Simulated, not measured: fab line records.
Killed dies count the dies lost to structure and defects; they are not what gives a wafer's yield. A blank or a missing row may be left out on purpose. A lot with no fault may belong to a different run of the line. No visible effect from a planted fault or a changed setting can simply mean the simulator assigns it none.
One fault through the eyes of 2 desks / flow ritCmos / numbers are kept per desk, each desk with only its own; the story behind them comes last

TOOL OWNER'S DESK, rieDiel-04
The tool's own readings at RIT_CONTACT_ETCH_11 (etches SiO2 in CHF3/CF4/Ar, stops on TiSi2, target depth 480 nm, time 320 s): means of the sampled wafers that have a number, for each lot that ran on this tool. The brackets show how far a lot's mean lies from the usual mean; more than 4 standard deviations puts the lot out of limits, marked OUT.
Columns: A = drypumpMotorCurrentA at RIT_CONTACT_ETCH_11, usual 5.6 A; B = oesProductAu at RIT_CONTACT_ETCH_11, usual 0.987 a.u.; C = rfFwdPowerW at RIT_CONTACT_ETCH_11, usual 199.5 W; D = throttleValvePct at RIT_CONTACT_ETCH_11, usual 8.87 %
lot=L313; first seen here=day 3 23:26; A=5.4; B=0.994; C=167.6 (-49) OUT; D=8.91
lot=L315; first seen here=day 4 10:43; A=5.7; B=0.996; C=167.3 (-50) OUT; D=9.09
lot=L328; first seen here=day 7 13:38; A=5.3; B=0.992; C=199.7; D=8.85
This desk's finding: out of limits on L313, L315; first on L313, day 3 23:26 (rfFwdPowerW at RIT_CONTACT_ETCH_11). In limits: L328.

METROLOGY DESK
Lot by lot, what the gauges showed, no matter which tool ran the lot: averages of those sampled wafers that carry a number. The brackets show how far a lot's mean lies from the usual mean; more than 4 standard deviations puts the lot out of limits, marked OUT.
Columns: A = CONTACT_TEOS_THK at RIT_CONTACT_THK_MEAS_01, usual 399 nm; B = cdNm at RIT_CONTACT_CD_MEAS_08, usual 1000.1 nm; C = CONTACT_OVL at RIT_CONTACT_OVL_MEAS_09, usual -0.4 nm
lot=L309; first seen here=day 3 01:42; A=400; B=1000.3; C=-0.1
lot=L313; first seen here=day 3 22:05; A=399; B=1001.2; C=0.2
lot=L315; first seen here=day 4 09:17; A=398; B=1002.1; C=0.0
lot=L326; first seen here=day 6 21:41; A=397; B=994.4; C=-0.9
lot=L328; first seen here=day 7 12:11; A=398; B=1001.1; C=1.2
lot=L330; first seen here=day 7 18:58; A=403; B=1002.5; C=0.1
Result from this desk: across the 6 lots, nothing is out of limits.

ALL TOGETHER
The tool owner's desk could have raised an alarm at day 3 23:26, on L313, L315.
At the metrology desk, nothing out of limits was observed.
The metrology desk holds a record of L313, L315, inside its limits.
The lots listed all ran RIT_CONTACT_ETCH_11 on rieDiel-04.

WHAT THE SIMULATOR HAD PUT IN
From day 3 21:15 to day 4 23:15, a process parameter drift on rieDiel-04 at RIT_CONTACT_ETCH_11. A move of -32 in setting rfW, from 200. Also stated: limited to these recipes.
Lots struck among those shown: L313, L315.
Hours from the fault's start to each desk's first reading out of limits: the tool owner's desk, 2.
